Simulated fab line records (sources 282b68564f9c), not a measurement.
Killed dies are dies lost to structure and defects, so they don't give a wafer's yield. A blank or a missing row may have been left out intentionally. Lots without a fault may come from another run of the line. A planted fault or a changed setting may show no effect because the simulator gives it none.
fab line records | flow ritCmos
[record] lots = 15 | wafers = 45 | lastDay = 7
route steps=202 shown ACTIVE@2 M1@202
lots untouched by any fault: they come from a run of this same line in which no faults occurred
startH: hours from the record's opening day to when the first of the lot's shown wafers began | waitH: hours from the lot's prior step to this one | " same as the row above | L1.1+2: several wafers, shown together as one row | - value missing, or start not given | * or withheld: withheld | < > ~ a bound
route shown NAME@n: NAME is a module with steps in the file, n the number in the route of the first one | usual: mean and standard deviation over wafers with no fault | same: alike in all rows | chamber/n: place in a boat | sites: per-site readings | _std_site: standard deviation of those values | _edge_site: the outer-site mean with the inner-site mean subtracted | radiusMm: for every site, how far away it sits from the centre of the wafer | mask NAME#n: copy n | behind: the last tool/chamber to shape the wafer | hold: the reason the lot was held/the length of the hold in hours/how it ended | device: the transistor (n, p or np) that didn't switch | end of line: the route-end tests of the same wafers | step lacking rows: just its recipe | killed: dies that structure and defects cost at the first sort, which is not the same as the wafer's yield | map: a wafer's dies, marking killed ones x, the rest . and places with no die _
set.NAME: the setting as run; set.NAME@STEP: as run at that earlier step | model.NAME: the simulator's own value behind a step, which no gauge read
the route's steps for a sample of lots (tables are steps, rows are wafers)
services: the hour from which a tool's chamber was out of use, counted from the record's first day as startH (under 0 if before that day), plus the number of hours and why
[[steps]]
[step RIT_ACTIVE_OXIDATION_01]
[recipe] tempC = 1000 | ambient = O2 | targetThkA = 468 | oxTimeS = 3360
lot.wafer  | tool       | chamber | startH | waitH
L283.3+5+6 | furnace-03 | 0       | 10.12  | 0.1
L284.1+3+6 | furnace-01 | 0       | 17.14  | 2.1
L285.1+2+5 | furnace-01 | 0       | 24.58  | 4.6
L286.3+4+6 | furnace-03 | 0       | 28.87  | 3.8
L287.2+5+6 | furnace-04 | 0       | 31.27  | 1.2
L288.3+5+6 | furnace-04 | 0       | 36.08  | 1.0
L290.1+3+5 | furnace-04 | 0       | 45.73  | 0.7
L291.2+4+5 | furnace-04 | 0       | 51.37  | 1.3
L292.3+5+6 | furnace-01 | 0       | 56.65  | 1.6
L294.2+3+4 | furnace-04 | 0       | 65.81  | 0.8
L295.1+3+5 | furnace-04 | 0       | 72.93  | 2.9
L300.2+3+5 | furnace-01 | 0       | 99.90  | 4.9
L301.1+4+6 | furnace-01 | 0       | 105.54 | 5.5
L302.2+4+5 | furnace-01 | 0       | 105.54 | 0.5
L304.2+3+4 | furnace-01 | 0       | 119.31 | 4.3
[step RIT_M1_PROBE_99]
[usual] killedAtContacts = 0.1/0.28 | killedAtFrontEnd = 7.1/2.8 | killedDies = 7.1/2.9 | killedOnRim = 1.9/1.5 | killedOpen = 3.4/2 | killedShort = 3.6/2.1
[same] grossDies = 264 | killed_at_M0_to_M3 = 0 | killed_at_M4_up = 0 | killedAtBackSide = 0 | killedAtOther = 0
lot.wafer | tool      | chamber | startH | waitH | killedAtContacts | killedAtFrontEnd | killedDies | killedOnRim | killedOpen | killedShort
L290.1    | prober-01 | -       | 107.17 | 0.1   | 0                | 9                | 9          | 2           | 3          | 6
L290.3    | prober-01 | -       | 107.27 | 0.2   | 0                | 8                | 8          | 1           | 3          | 3
L290.5    | prober-01 | -       | 107.37 | 0.2   | 0                | 3                | 3          | 0           | 3          | 0
L291.2    | prober-02 | -       | 110.55 | 0.1   | 0                | 190              | 190        | 54          | 1          | 2
L291.4    | prober-02 | -       | 110.65 | 0.2   | 0                | 184              | 184        | 51          | 1          | 0
L291.5    | prober-02 | -       | 110.70 | 0.2   | 0                | 177              | 177        | 49          | 2          | 2
L294.2    | prober-01 | -       | 135.24 | 0.1   | 0                | 189              | 189        | 53          | 2          | 3
L294.3    | prober-01 | -       | 135.29 | 0.2   | 0                | 187              | 187        | 44          | 2          | 0
L294.4    | prober-01 | -       | 135.34 | 0.2   | 0                | 181              | 181        | 51          | 1          | 3
L295.1    | prober-02 | -       | 141.64 | 0.1   | 0                | 179              | 179        | 51          | 2          | 2
L295.3    | prober-02 | -       | 141.74 | 0.2   | 0                | 177              | 177        | 48          | 4          | 6
L295.5    | prober-02 | -       | 141.84 | 0.2   | 0                | 201              | 201        | 54          | 1          | 6
// killed by level:class
L290.1 GATE:geometricParticle:short=5 GATE:geometricParticle:open=2 REOX:geometricParticle:short=1 REOX:geometricParticle:open=1
L290.3 GATE:geometricParticle:short=3 GATE:geometricParticle:open=2 NWELL:coatMicrobubblePrinted=2 SPACER:geometricParticle:open=1
L290.5 GATE:geometricParticle:open=2 SPACER:geometricParticle:open=1
L291.2 ACTIVE:unspecified=186 GATE:geometricParticle:short=1 SILICIDE:geometricParticle:open=1 SILICIDE:geometricParticle:short=1 NRETRO:coatMicrobubblePrinted=1
L291.4 ACTIVE:unspecified=183 FOX2:geometricParticle:open=1
L291.5 ACTIVE:unspecified=173 FOX1:geometricParticle:short=1 GATE:geometricParticle:short=1 SPACER:geometricParticle:open=1 SILICIDE:geometricParticle:open=1
L294.2 ACTIVE:unspecified=184 SPACER:geometricParticle:short=2 REOX:geometricParticle:short=1 REOX:geometricParticle:open=1 SILICIDE:geometricParticle:open=1
L294.3 ACTIVE:unspecified=185 SPACER:geometricParticle:open=2
L294.4 ACTIVE:unspecified=177 GATE:geometricParticle:short=1 GATE:geometricParticle:open=1 REOX:geometricParticle:short=1 SPACER:geometricParticle:short=1
L295.1 ACTIVE:unspecified=175 FOX1:geometricParticle:short=2 GATE:geometricParticle:open=2
L295.3 ACTIVE:unspecified=167 FOX1:geometricParticle:short=2 GATE:geometricParticle:open=2 GATE:geometricParticle:short=2 FOX1:geometricParticle:open=1 REOX:geometricParticle:open=1 REOX:geometricParticle:short=1 SILICIDE:geometricParticle:short=1
L295.5 ACTIVE:unspecified=194 FOX1:geometricParticle:short=4 REOX:geometricParticle:short=2 SPACER:geometricParticle:open=1
[[services]]
tool       | chamber | startH | hours | kind
furnace-01 | -       | -6.30  | 14.3  | pm
furnace-01 | -       | 13.33  | 2.5   | repair
furnace-04 | -       | 19.45  | 2.1   | pm
furnace-01 | -       | 21.46  | 3.1   | pm
furnace-04 | -       | 21.54  | 4.6   | pm
furnace-03 | -       | 66.37  | 63.7  | pm
[[key]]
[firstSign] step = RIT_M1_PROBE_99 | reading = killedAtFrontEnd | direction = up | sigmas = 63 | usual = 7.1 | struck = 185
[effect] step = RIT_M1_PROBE_99 | reading = killedDies | direction = up | sigmas = 62 | usual = 7.1 | struck = 185
metAt RIT_ACTIVE_OXIDATION_01
struckLots L291,L294,L295
testerLeftOut L291,L294,L295
onsetBetween 45.73 51.37
[fault] kind = chamberParticleSource | tool = furnace-04 | chamber = - | onsetH = 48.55 | steps = RIT_ACTIVE_OXIDATION_01 | ratePerVisitCm2 = 2.0868 | endH = 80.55
// testerLeftOut: of these lots the tester's yield and bins aren't shown, on N5 and GAA mostly nor the transistor test; their killed dies are dies lost to structure and defects alone, not to doping, threshold or leakage, so they don't give the yield
